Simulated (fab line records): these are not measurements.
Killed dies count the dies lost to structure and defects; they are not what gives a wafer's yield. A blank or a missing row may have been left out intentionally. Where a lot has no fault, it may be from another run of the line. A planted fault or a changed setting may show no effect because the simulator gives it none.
fab line records -- flow berkeley-cmos170 -- part 1 of 2: steps 1 to 28 of 39
record: lots: 5, wafers: 15, last-day: 11
route steps=331 shown NWELL@31 PWELL@34 WELLDRIVE@55 ACTIVE@60
lots untouched by any fault: they come from a run of this same line in which no faults occurred
start-h: hours from the record's first day to the start of the lot's first wafer shown -- wait-h: how many hours have passed since the lot's step before this one -- " repeats the value in the row above -- L1.1+2: several wafers, shown together as one row -- - no value present, or no start provided -- * or withheld: withheld -- < > ~ a bound
route shown NAME@n: names a module that has steps shown in the file, with the first one's number in the route -- usual: mean/standard deviation of fault-free wafers -- same: alike in all rows -- chamber/n: place in a boat -- sites: per-site readings -- _std_site: how widely they spread, as a standard deviation -- _edge_site: mean of outer sites minus mean of inner sites -- radius-mm: how far each site lies from the wafer's centre -- mask NAME#n: copy n -- behind: tool/chamber where the wafer was last shaped -- hold: cause of the lot's hold/its duration in hours/its outcome -- device: transistor that didn't switch, given as n, p or np -- end of line: the same wafers' tests at the end of the route -- a step without rows: its recipe alone -- killed: at the first sort, the dies lost to defects and structure; wafer yield is something else -- map: dies across one wafer; x = killed, . = not, _ = none there
set.NAME: the setting the step ran with; set.NAME@STEP: the setting that earlier step ran with -- model.NAME: the simulator's own value behind a step, which no gauge read
lots at some steps of the route; a table a step, a row a wafer
services: the hour from which a tool's chamber was out of use, counted from the record's first day as start-h (under 0 if before that day), plus the number of hours and why
== steps ==
step: UCB170_NWELL_CLEAN_17
recipe: chemistry: SPM, temp-c: 120, time-s: 600
usual: temp-c: 120.01/0.16
lot.wafer,tool,chamber,start-h,wait-h,temp-c
L078.1,wet-bench-04,3,49.89,0.1,119.93
L078.2,wet-bench-04,3,49.89,0.1,119.91
L078.4,wet-bench-04,3,49.89,0.1,120.05
L085.1,wet-bench-04,2,87.69,0.6,119.64
L085.3,wet-bench-04,2,87.69,0.6,119.59
L085.6,wet-bench-04,2,87.69,0.6,119.72
L087.2,wet-bench-03,0,100.40,0.0,120.06
L087.3,wet-bench-03,0,100.40,0.0,120.16
L087.4,wet-bench-03,0,100.40,0.0,120.13
L088.1,wet-bench-01,0,100.53,0.1,120.03
L088.4,wet-bench-01,0,100.53,0.1,120.06
L088.5,wet-bench-01,0,100.53,0.1,119.87
L089.2,wet-bench-01,2,105.25,0.3,120.30
L089.5,wet-bench-01,2,105.25,0.3,120.16
L089.6,wet-bench-01,2,105.25,0.3,120.49
step: UCB170_NWELL_WET_ETCH_18
recipe: chemistry: H3PO4, target: Si3N4, temp-c: 160, time-s: 14400
usual: temp-c: 159.99/0.15
lot.wafer,tool,chamber,start-h,wait-h,temp-c
L078.1,wet-bench-04,0,50.24,0.2,159.92
L078.2,wet-bench-04,0,50.24,0.2,159.74
L078.4,wet-bench-04,0,50.24,0.2,159.83
L085.1,wet-bench-04,0,87.88,0.0,160.14
L085.3,wet-bench-04,0,87.88,0.0,159.91
L085.6,wet-bench-04,0,87.88,0.0,160.24
L087.2,wet-bench-03,1,100.59,0.0,159.99
L087.3,wet-bench-03,1,100.59,0.0,159.81
L087.4,wet-bench-03,1,100.59,0.0,159.93
L088.1,wet-bench-01,3,100.70,0.0,159.75
L088.4,wet-bench-01,3,100.70,0.0,160.04
L088.5,wet-bench-01,3,100.70,0.0,160.07
L089.2,wet-bench-01,1,105.88,0.5,159.99
L089.5,wet-bench-01,1,105.88,0.5,160.01
L089.6,wet-bench-01,1,105.88,0.5,160.18
step: UCB170_NWELL_WET_ETCH_19
recipe: chemistry: BOE, dilution: 5:1, target: SiO2, temp-c: 25, time-s: 22
usual: temp-c: 25.02/0.12
lot.wafer,tool,chamber,start-h,wait-h,temp-c
L078.1,wet-bench-04,3,54.25,0.0,25.18
L078.2,wet-bench-04,3,54.25,0.0,25.04
L078.4,wet-bench-04,3,54.25,0.0,25.17
L085.1,wet-bench-04,3,92.07,0.2,25.17
L085.3,wet-bench-04,3,92.07,0.2,25.27
L085.6,wet-bench-04,3,92.07,0.2,25.11
L087.2,wet-bench-01,2,105.06,0.1,25.03
L087.3,wet-bench-01,2,105.06,0.1,25.07
L087.4,wet-bench-01,2,105.06,0.1,25.00
L088.1,wet-bench-01,0,105.06,0.3,24.91
L088.4,wet-bench-01,0,105.06,0.3,25.06
L088.5,wet-bench-01,0,105.06,0.3,24.96
L089.2,wet-bench-03,3,110.24,0.4,24.94
L089.5,wet-bench-03,3,110.24,0.4,25.04
L089.6,wet-bench-03,3,110.24,0.4,24.91
step: UCB170_PWELL_CLEAN_00
recipe: chemistry: SPM, temp-c: 120, time-s: 600
usual: temp-c: 120.00/0.14
lot.wafer,tool,chamber,start-h,wait-h,temp-c
L078.1,wet-bench-03,2,54.26,0.0,120.18
L078.2,wet-bench-03,2,54.26,0.0,119.96
L078.4,wet-bench-03,2,54.26,0.0,119.99
L085.1,wet-bench-04,1,92.25,0.2,120.00
L085.3,wet-bench-04,1,92.25,0.2,120.02
L085.6,wet-bench-04,1,92.25,0.2,119.73
L087.2,wet-bench-01,1,105.43,0.3,120.02
L087.3,wet-bench-01,1,105.43,0.3,120.03
L087.4,wet-bench-01,1,105.43,0.3,120.06
L088.1,wet-bench-01,1,105.43,0.3,120.17
L088.4,wet-bench-01,1,105.43,0.3,119.98
L088.5,wet-bench-01,1,105.43,0.3,120.11
L089.2,wet-bench-03,3,110.26,0.0,119.98
L089.5,wet-bench-03,3,110.26,0.0,119.88
L089.6,wet-bench-03,3,110.26,0.0,119.78
step: UCB170_PWELL_CLEAN_01
recipe: chemistry: dHF, dilution: 25:1, time-s: 60
lot.wafer,tool,chamber,start-h,wait-h
L078.1+2+4,wet-bench-04,0,54.44,0.0
L085.1+3+6,wet-bench-03,2,93.66,1.2
L087.2+3+4,wet-bench-04,1,106.09,0.5
L088.1+4+5,wet-bench-04,2,106.09,0.5
L089.2+5+6,wet-bench-03,0,110.67,0.2
step: UCB170_PWELL_OXIDATION_02
recipe: temp-c: 1000, ambient: O2, target-thk-a: 264, ox-time-s: 1260
usual: tube-center-temp-C: 1000/0.097
lot.wafer,tool,chamber,start-h,wait-h,tube-center-temp-C
L078.1,furnace-04,0,59.30,4.8,999.89
L078.2,furnace-04,0,59.30,4.8,999.99
L078.4,furnace-04,0,59.30,4.8,999.97
L085.1,furnace-01,0,97.72,4.0,1000
L085.3,furnace-01,0,97.72,4.0,1000.2
L085.6,furnace-01,0,97.72,4.0,999.91
L087.2,furnace-01,0,107.92,1.8,1000.1
L087.3,furnace-01,0,107.92,1.8,999.94
L087.4,furnace-01,0,107.92,1.8,1000.1
L088.1,furnace-01,0,107.92,1.8,1000.2
L088.4,furnace-01,0,107.92,1.8,999.97
L088.5,furnace-01,0,107.92,1.8,1000.1
L089.2,furnace-01,0,113.19,2.5,1000
L089.5,furnace-01,0,113.19,2.5,999.95
L089.6,furnace-01,0,113.19,2.5,999.96
step: UCB170_PWELL_THK_MEAS_03
recipe: reads: SiO2_of_PWELL_OXIDATION_02
usual: PWELL_OXIDE_THK: 26.2/0.59
lot.wafer,tool,chamber,start-h,wait-h,PWELL_OXIDE_THK[nm]
L078.1,film-metro-04,-,60.65,0.0,26.4
L078.2,film-metro-04,-,60.65,0.0,26.0
L078.4,film-metro-04,-,60.65,0.0,26.4
L085.1,film-metro-03,-,99.07,0.0,26.9
L085.3,film-metro-03,-,99.07,0.0,27.2
L085.6,film-metro-03,-,99.07,0.0,26.8
L088.1,film-metro-04,-,109.27,0.0,27.1
L088.4,film-metro-04,-,109.27,0.0,26.7
L088.5,film-metro-04,-,109.27,0.0,27.2
L087.2,film-metro-04,-,109.34,0.1,27.1
L087.3,film-metro-04,-,109.34,0.1,27.3
L087.4,film-metro-04,-,109.34,0.1,27.1
L089.2,film-metro-04,-,114.55,0.0,26.8
L089.5,film-metro-04,-,114.55,0.0,27.0
L089.6,film-metro-04,-,114.55,0.0,27.3
step: UCB170_PWELL_ANNEAL_04
recipe: temp-c: 1000, time-s: 900, ambient: N2
usual: tube-center-temp-C: 1000/0.091
lot.wafer,tool,chamber,start-h,wait-h,tube-center-temp-C
L078.1,furnace-02,0,65.37,4.7,1000.1
L078.2,furnace-02,0,65.37,4.7,999.97
L078.4,furnace-02,0,65.37,4.7,1000
L085.1,furnace-04,0,101.49,2.4,1000
L085.3,furnace-04,0,101.49,2.4,999.89
L085.6,furnace-04,0,101.49,2.4,1000.1
L087.2,furnace-01,0,111.94,2.6,999.87
L087.3,furnace-01,0,111.94,2.6,1000
L087.4,furnace-01,0,111.94,2.6,999.93
L088.1,furnace-01,0,111.94,2.7,999.97
L088.4,furnace-01,0,111.94,2.7,999.92
L088.5,furnace-01,0,111.94,2.7,1000.1
L089.2,furnace-04,0,120.94,6.4,1000.1
L089.5,furnace-04,0,120.94,6.4,1000.1
L089.6,furnace-04,0,120.94,6.4,999.87
step: UCB170_PWELL_CVD_05
recipe: material: Si3N4, target-thk-nm: 220, temp-c: 800, precursor: SiH2Cl2/NH3, time-s: 3300, pressure-mtorr: 200, sih2cl2-flow-sccm: 25, nh3-flow-sccm: 75
usual: sih2cl2-flow-sccm: 25.01/0.076
lot.wafer,tool,chamber,start-h,wait-h,sih2cl2-flow-sccm
L078.1,lpcvd-01,0,66.62,0.0,25.02
L078.2,lpcvd-01,0,66.62,0.0,24.89
L078.4,lpcvd-01,0,66.62,0.0,25.00
L085.1,lpcvd-02,1,103.03,0.3,24.99
L085.3,lpcvd-02,1,103.03,0.3,25.07
L085.6,lpcvd-02,1,103.03,0.3,25.07
L087.2,lpcvd-02,0,114.52,1.3,24.94
L087.3,lpcvd-02,0,114.52,1.3,25.15
L087.4,lpcvd-02,0,114.52,1.3,25.02
L088.1,lpcvd-02,1,114.52,1.3,24.98
L088.4,lpcvd-02,1,114.52,1.3,24.91
L088.5,lpcvd-02,1,114.52,1.3,24.83
L089.2,lpcvd-01,0,122.19,0.0,25.14
L089.5,lpcvd-01,0,122.19,0.0,25.16
L089.6,lpcvd-01,0,122.19,0.0,25.06
step: UCB170_PWELL_THK_MEAS_06
recipe: reads: Si3N4_of_PWELL_CVD_05
usual: PWELL_NITRIDE_THK: 219.7/2
lot.wafer,tool,chamber,start-h,wait-h,PWELL_NITRIDE_THK[nm]
L078.1,film-metro-03,-,68.53,0.0,218.9
L078.2,film-metro-03,-,68.53,0.0,219.0
L078.4,film-metro-03,-,68.53,0.0,219.3
L085.1,film-metro-01,-,105.04,0.1,219.7
L085.3,film-metro-01,-,105.04,0.1,217.8
L085.6,film-metro-01,-,105.04,0.1,220.1
L088.1,film-metro-04,-,116.44,0.0,218.4
L088.4,film-metro-04,-,116.44,0.0,218.7
L088.5,film-metro-04,-,116.44,0.0,220.1
L087.2,film-metro-01,-,116.45,0.0,221.8
L087.3,film-metro-01,-,116.45,0.0,220.7
L087.4,film-metro-01,-,116.45,0.0,221.0
L089.2,film-metro-01,-,124.12,0.0,221.9
L089.5,film-metro-01,-,124.12,0.0,220.2
L089.6,film-metro-01,-,124.12,0.0,217.6
step: UCB170_PWELL_HMDS_07
recipe: prime-time-s: 60, prime-temp-c: 100
usual: prime-temp-c: 99.99/0.13
lot.wafer,tool,chamber,start-h,wait-h,prime-temp-c
L078.1,litho-track-04,0,68.87,0.3,99.94
L078.2,litho-track-04,0,68.87,0.3,99.87
L078.4,litho-track-04,0,68.87,0.3,99.90
L085.1,litho-track-02,0,105.10,0.1,99.90
L085.3,litho-track-02,0,105.10,0.1,100.15
L085.6,litho-track-02,0,105.10,0.1,100.01
L087.2,litho-track-03,0,116.57,0.1,100.00
L087.3,litho-track-03,0,116.57,0.1,99.92
L087.4,litho-track-03,0,116.57,0.1,100.07
L088.1,litho-track-04,0,116.79,0.3,100.13
L088.4,litho-track-04,0,116.79,0.3,100.04
L088.5,litho-track-04,0,116.79,0.3,100.15
L089.2,litho-track-03,0,124.19,0.1,99.92
L089.5,litho-track-03,0,124.19,0.1,99.97
L089.6,litho-track-03,0,124.19,0.1,99.88
step: UCB170_PWELL_COAT_08
recipe: resist: KrF, spin-rpm: 1500, resist-thk-nm: 900
usual: dispense-pressure-kPa: 46/6.3
lot.wafer,tool,chamber,start-h,wait-h,dispense-pressure-kPa
L078.1,litho-track-04,0,69.02,0.1,43
L078.2,litho-track-04,0,69.02,0.1,43
L078.4,litho-track-04,0,69.02,0.1,43
L085.1,litho-track-02,0,105.25,0.1,43
L085.3,litho-track-02,0,105.25,0.1,43
L085.6,litho-track-02,0,105.25,0.1,43
L087.2,litho-track-03,0,116.72,0.1,58
L087.3,litho-track-03,0,116.72,0.1,58
L087.4,litho-track-03,0,116.72,0.1,58
L088.1,litho-track-04,0,116.94,0.1,43
L088.4,litho-track-04,0,116.94,0.1,43
L088.5,litho-track-04,0,116.94,0.1,43
L089.2,litho-track-03,0,124.34,0.1,58
L089.5,litho-track-03,0,124.34,0.1,58
L089.6,litho-track-03,0,124.34,0.1,58
step: UCB170_PWELL_SOFTBAKE_09
recipe: resist: KrF, temp-c: 130, time-s: 60
lot.wafer,tool,chamber,start-h,wait-h
L078.1+2+4,litho-track-04,0,69.17,0.1
L085.1+3+6,litho-track-02,0,105.40,0.1
L087.2+3+4,litho-track-03,0,116.87,0.1
L088.1+4+5,litho-track-04,0,117.09,0.1
L089.2+5+6,litho-track-03,0,124.49,0.1
step: UCB170_PWELL_EXPOSE_10
recipe: mask-id: PWELL, target-cd-nm: 3000, na: 0.5, sigma-outer: 0.6, source-shape: conventional, dose-mj: 19
lot.wafer,tool,chamber,start-h,wait-h,mask
L078.1+2+4,krf-scanner-02,0,69.45,0.2,PWELL#0
L085.1+3+6,krf-scanner-02,0,105.75,0.3,PWELL#0
L087.2+3+4,krf-scanner-02,0,117.01,0.1,PWELL#0
L088.1+4+5,krf-scanner-01,0,117.36,0.2,PWELL#0
L089.2+5+6,krf-scanner-02,0,124.76,0.2,PWELL#0
step: UCB170_PWELL_PEB_11
recipe: peb-temp-c: 130, peb-time-s: withheld, resist: KrF
lot.wafer,tool,chamber,start-h,wait-h
L078.1+2+4,litho-track-02,0,69.56,0.1
L085.1+3+6,litho-track-03,0,106.44,0.7
L087.2+3+4,litho-track-02,0,117.29,0.3
L088.1+4+5,litho-track-03,0,117.48,0.1
L089.2+5+6,litho-track-02,0,125.08,0.3
step: UCB170_PWELL_DEVELOP_12
recipe: developer: TMAH, develop-time-s: 45, resist: KrF, dev-temp-c: 21
lot.wafer,tool,chamber,start-h,wait-h
L078.1+2+4,litho-track-02,0,-,-
L085.1+3+6,litho-track-03,0,-,-
L087.2+3+4,litho-track-02,0,-,-
L088.1+4+5,litho-track-03,0,-,-
L089.2+5+6,litho-track-02,0,-,-
step: UCB170_PWELL_OVL_MEAS_13
usual: PWELL_OVL: 0/5.1
lot.wafer,tool,chamber,start-h,wait-h,PWELL_OVL[nm]
L078.1,overlay-02,-,69.84,-,-2
L078.2,overlay-02,-,69.84,-,-1
L078.4,overlay-02,-,69.84,-,0
L085.1,overlay-01,-,106.71,-,1
L085.3,overlay-01,-,106.71,-,-4
L085.6,overlay-01,-,106.71,-,-6
L087.2,overlay-01,-,117.55,-,0
L087.3,overlay-01,-,117.55,-,0
L087.4,overlay-01,-,117.55,-,-2
L088.1,overlay-02,-,117.75,-,-2
L088.4,overlay-02,-,117.75,-,1
L088.5,overlay-02,-,117.75,-,4
L089.2,overlay-02,-,125.33,-,-7
L089.5,overlay-02,-,125.33,-,-13
L089.6,overlay-02,-,125.33,-,-8
step: UCB170_PWELL_ETCH_14
recipe: chemistry: CH3F/Ar/O2, target: Si3N4, stop-on: SiO2, CH3F_flow_sccm: 20, Ar_flow_sccm: 50, O2_flow_sccm: 7, pressure-mtorr: 50, rf-w: 450, target-depth-a: 2420, over-etch-frac: 0.1, time-s: 151
usual: drypump-motor-current-A: 5.8/0.47, oes-product-au: 0.936/0.014, throttle-valve-pct: 8.04/0.11
lot.wafer,tool,chamber,start-h,wait-h,drypump-motor-current-A,oes-product-au,rf-hours-counter-h,throttle-valve-pct
L078.1,rie-diel-01,2,69.88,0.0,5.5,0.934,142,8.10
L078.2,rie-diel-01,0,69.88,0.0,6.4,0.935,14,7.91
L078.4,rie-diel-01,1,69.88,0.0,6.0,0.914,-,8.23
L085.1,rie-diel-03,0,106.75,0.0,5.5,0.946,98,8.13
L085.3,rie-diel-03,1,106.75,0.0,5.3,0.919,2,8.03
L085.6,rie-diel-03,3,106.75,0.0,6.6,0.957,-,7.93
L087.2,rie-diel-04,1,117.58,0.0,5.9,0.942,40,8.04
L087.3,rie-diel-04,0,117.58,0.0,5.7,0.933,91,8.21
L087.4,rie-diel-04,2,117.58,0.0,5.3,0.936,156,7.91
L088.1,rie-diel-01,0,117.79,0.0,6.4,0.928,17,7.90
L088.4,rie-diel-01,1,117.79,0.0,6.0,0.912,155,8.22
L088.5,rie-diel-01,3,117.79,0.0,6.3,0.952,-,7.87
L089.2,rie-diel-03,2,125.36,0.0,5.3,0.928,6,8.18
L089.5,rie-diel-03,3,125.36,0.0,6.5,0.955,-,7.95
L089.6,rie-diel-03,0,125.36,0.0,5.6,0.930,-,8.13
step: UCB170_PWELL_IMPLANT_15
recipe: species: B, dose-cm2: 5e+12, energy-kev: 60, tilt-deg: 7
lot.wafer,tool,chamber,start-h,wait-h
L078.1+2+4,implanter-01,0,69.98,0.1
L085.1+3+6,implanter-04,0,106.85,0.1
L087.2+3+4,implanter-01,0,117.71,0.1
L088.1+4+5,implanter-02,0,117.89,0.1
L089.2+5+6,implanter-01,0,125.49,0.1
step: UCB170_PWELL_STRIP_16
recipe: chemistry: O2, power-w: 400, pressure-mtorr: 3500, platen-temp-c: withheld, o2-flow-sccm: 400, overash-fraction: 0.5
usual: drypump-motor-current-A: 6.0/0.56, oes-product-au: 0.721/0.0046, strip-time-to-endpoint-s: 18.13/0.086
lot.wafer,tool,chamber,start-h,wait-h,drypump-motor-current-A,oes-product-au,rf-hours-counter-h,strip-time-to-endpoint-s
L078.1,plasma-asher-01,0,70.13,0.1,5.4,0.719,36,18.29
L078.2,plasma-asher-01,1,70.13,0.1,6.8,0.716,36,18.17
L078.4,plasma-asher-01,0,70.13,0.1,5.4,0.723,-,18.30
L085.1,plasma-asher-04,0,107.00,0.1,5.5,0.719,39,18.14
L085.3,plasma-asher-04,1,107.00,0.1,6.5,0.724,-,18.10
L085.6,plasma-asher-04,0,107.00,0.1,5.4,0.729,-,18.07
L087.2,plasma-asher-04,1,117.83,0.1,6.5,0.723,0,18.10
L087.3,plasma-asher-04,0,117.83,0.1,5.4,0.726,-,18.16
L087.4,plasma-asher-04,1,117.83,0.1,6.5,0.716,-,18.12
L088.1,plasma-asher-01,0,118.04,0.1,5.4,0.724,42,18.07
L088.4,plasma-asher-01,1,118.04,0.1,6.8,0.724,-,18.20
L088.5,plasma-asher-01,1,118.04,0.1,6.8,0.723,-,18.20
L089.2,plasma-asher-04,0,125.61,0.1,5.5,0.712,1,18.12
L089.5,plasma-asher-04,1,125.61,0.1,6.5,0.717,-,18.09
L089.6,plasma-asher-04,0,125.61,0.1,5.5,0.721,-,18.02
step: UCB170_PWELL_TW_MEAS_17
usual: PWELL_TW: 377/4.4
lot.wafer,tool,chamber,start-h,wait-h,PWELL_TW
L078.1,film-metro-04,-,70.23,0.1,377
L078.2,film-metro-04,-,70.23,0.1,374
L078.4,film-metro-04,-,70.23,0.1,374
L085.1,film-metro-04,-,107.10,0.1,371
L085.3,film-metro-04,-,107.10,0.1,373
L085.6,film-metro-04,-,107.10,0.1,371
L087.2,film-metro-03,-,117.94,0.1,381
L087.3,film-metro-03,-,117.94,0.1,383
L087.4,film-metro-03,-,117.94,0.1,380
L088.1,film-metro-04,-,118.14,0.1,372
L088.4,film-metro-04,-,118.14,0.1,372
L088.5,film-metro-04,-,118.14,0.1,374
L089.2,film-metro-03,-,125.72,0.1,376
L089.5,film-metro-03,-,125.72,0.1,377
L089.6,film-metro-03,-,125.72,0.1,377
step: UCB170_PWELL_CLEAN_18
recipe: chemistry: SPM, temp-c: 120, time-s: 600
usual: temp-c: 120.00/0.14
lot.wafer,tool,chamber,start-h,wait-h,temp-c
L078.1,wet-bench-04,1,70.34,0.1,120.05
L078.2,wet-bench-04,1,70.34,0.1,119.94
L078.4,wet-bench-04,1,70.34,0.1,120.16
L085.1,wet-bench-03,0,109.52,2.4,119.90
L085.3,wet-bench-03,0,109.52,2.4,120.09
L085.6,wet-bench-03,0,109.52,2.4,119.90
L087.2,wet-bench-01,1,117.99,0.0,120.10
L087.3,wet-bench-01,1,117.99,0.0,120.10
L087.4,wet-bench-01,1,117.99,0.0,119.94
L088.1,wet-bench-03,2,119.63,1.5,120.12
L088.4,wet-bench-03,2,119.63,1.5,119.98
L088.5,wet-bench-03,2,119.63,1.5,119.98
L089.2,wet-bench-01,0,125.77,0.0,119.98
L089.5,wet-bench-01,0,125.77,0.0,119.91
L089.6,wet-bench-01,0,125.77,0.0,119.97
step: UCB170_PWELL_WET_ETCH_19
recipe: chemistry: H3PO4, target: Si3N4, temp-c: 160, time-s: 14400
usual: temp-c: 160.01/0.14
lot.wafer,tool,chamber,start-h,wait-h,temp-c
L078.1,wet-bench-04,2,70.72,0.2,160.14
L078.2,wet-bench-04,2,70.72,0.2,160.26
L078.4,wet-bench-04,2,70.72,0.2,160.08
L085.1,wet-bench-01,1,109.89,0.2,160.13
L085.3,wet-bench-01,1,109.89,0.2,160.09
L085.6,wet-bench-01,1,109.89,0.2,160.09
L087.2,wet-bench-01,1,118.17,0.0,160.08
L087.3,wet-bench-01,1,118.17,0.0,160.00
L087.4,wet-bench-01,1,118.17,0.0,159.93
L088.1,wet-bench-03,0,119.86,0.0,159.68
L088.4,wet-bench-03,0,119.86,0.0,159.99
L088.5,wet-bench-03,0,119.86,0.0,159.84
L089.2,wet-bench-04,2,125.95,0.0,160.01
L089.5,wet-bench-04,2,125.95,0.0,159.92
L089.6,wet-bench-04,2,125.95,0.0,159.93
step: UCB170_PWELL_WET_ETCH_20
recipe: chemistry: BOE, dilution: 5:1, target: SiO2, temp-c: 25, time-s: 22
usual: temp-c: 24.99/0.1
lot.wafer,tool,chamber,start-h,wait-h,temp-c
L078.1,wet-bench-04,1,74.75,0.0,24.92
L078.2,wet-bench-04,1,74.75,0.0,24.97
L078.4,wet-bench-04,1,74.75,0.0,24.90
L085.1,wet-bench-03,2,113.90,0.0,24.90
L085.3,wet-bench-03,2,113.90,0.0,24.87
L085.6,wet-bench-03,2,113.90,0.0,25.03
L087.2,wet-bench-01,0,122.26,0.1,25.08
L087.3,wet-bench-01,0,122.26,0.1,25.01
L087.4,wet-bench-01,0,122.26,0.1,24.94
L088.1,wet-bench-03,1,124.24,0.0,25.05
L088.4,wet-bench-03,1,124.24,0.0,25.23
L088.5,wet-bench-03,1,124.24,0.0,25.17
L089.2,wet-bench-03,2,129.96,0.0,24.98
L089.5,wet-bench-03,2,129.96,0.0,24.98
L089.6,wet-bench-03,2,129.96,0.0,24.87
step: UCB170_WELLDRIVE_CLEAN_00
recipe: chemistry: SPM, temp-c: 120, time-s: 600
usual: temp-c: 120.01/0.14
lot.wafer,tool,chamber,start-h,wait-h,temp-c
L078.1,wet-bench-04,0,74.76,0.0,120.16
L078.2,wet-bench-04,0,74.76,0.0,119.98
L078.4,wet-bench-04,0,74.76,0.0,119.97
L085.1,wet-bench-03,0,113.91,0.0,120.12
L085.3,wet-bench-03,0,113.91,0.0,120.09
L085.6,wet-bench-03,0,113.91,0.0,120.04
L087.2,wet-bench-01,2,122.28,0.0,119.85
L087.3,wet-bench-01,2,122.28,0.0,119.77
L087.4,wet-bench-01,2,122.28,0.0,120.00
L088.1,wet-bench-01,0,124.39,0.1,119.95
L088.4,wet-bench-01,0,124.39,0.1,120.12
L088.5,wet-bench-01,0,124.39,0.1,120.01
L089.2,wet-bench-04,3,129.97,0.0,120.28
L089.5,wet-bench-04,3,129.97,0.0,120.31
L089.6,wet-bench-04,3,129.97,0.0,120.27
step: UCB170_WELLDRIVE_OXIDATION_01
recipe: temp-c: 1100, ambient: O2, target-thk-a: 1990, ox-time-s: 9000
usual: tube-center-temp-C: 1100/0.095
lot.wafer,tool,chamber,start-h,wait-h,tube-center-temp-C
L078.1,furnace-03,0,76.89,2.0,1100
L078.2,furnace-03,0,76.89,2.0,1100
L078.4,furnace-03,0,76.89,2.0,1100.1
L085.1,furnace-04,0,117.44,3.3,1099.9
L085.3,furnace-04,0,117.44,3.3,1100
L085.6,furnace-04,0,117.44,3.3,1099.8
L087.2,furnace-04,0,125.02,2.6,1100.1
L087.3,furnace-04,0,125.02,2.6,1100
L087.4,furnace-04,0,125.02,2.6,1100.1
L088.1,furnace-04,0,125.02,0.5,1100.1
L088.4,furnace-04,0,125.02,0.5,1100.2
L088.5,furnace-04,0,125.02,0.5,1100
L089.2,furnace-02,0,133.58,3.4,1100.2
L089.5,furnace-02,0,133.58,3.4,1100
L089.6,furnace-02,0,133.58,3.4,1099.9
step: UCB170_WELLDRIVE_THK_MEAS_02
recipe: reads: SiO2_of_WELLDRIVE_OXIDATION_01
usual: WELLDRIVE_OXIDE_THK: 200/3.7
lot.wafer,tool,chamber,start-h,wait-h,WELLDRIVE_OXIDE_THK[nm]
L078.1,film-metro-04,-,80.39,0.0,204
L078.2,film-metro-04,-,80.39,0.0,205
L078.4,film-metro-04,-,80.39,0.0,204
L085.1,film-metro-01,-,120.94,0.0,196
L085.3,film-metro-01,-,120.94,0.0,194
L085.6,film-metro-01,-,120.94,0.0,195
L087.2,film-metro-02,-,128.53,0.0,198
L087.3,film-metro-02,-,128.53,0.0,195
L087.4,film-metro-02,-,128.53,0.0,196
L088.1,film-metro-04,-,128.56,0.0,197
L088.4,film-metro-04,-,128.56,0.0,199
L088.5,film-metro-04,-,128.56,0.0,198
L089.2,film-metro-04,-,137.09,0.0,197
L089.5,film-metro-04,-,137.09,0.0,192
L089.6,film-metro-04,-,137.09,0.0,196
step: UCB170_WELLDRIVE_ANNEAL_03
recipe: temp-c: 1100, time-s: 900, ambient: N2
usual: tube-center-temp-C: 1100/0.097
lot.wafer,tool,chamber,start-h,wait-h,tube-center-temp-C
L078.1,furnace-03,0,84.49,4.1,1100.1
L078.2,furnace-03,0,84.49,4.1,1099.9
L078.4,furnace-03,0,84.49,4.1,1100
L085.1,furnace-03,0,121.21,0.3,1100.2
L085.3,furnace-03,0,121.21,0.3,1099.9
L085.6,furnace-03,0,121.21,0.3,1100
L087.2,furnace-02,0,131.08,2.5,1099.9
L087.3,furnace-02,0,131.08,2.5,1100.2
L087.4,furnace-02,0,131.08,2.5,1100
L088.1,furnace-02,0,131.08,2.5,1100
L088.4,furnace-02,0,131.08,2.5,1100.1
L088.5,furnace-02,0,131.08,2.5,1100
L089.2,furnace-02,0,142.33,5.2,1099.9
L089.5,furnace-02,0,142.33,5.2,1099.9
L089.6,furnace-02,0,142.33,5.2,1100
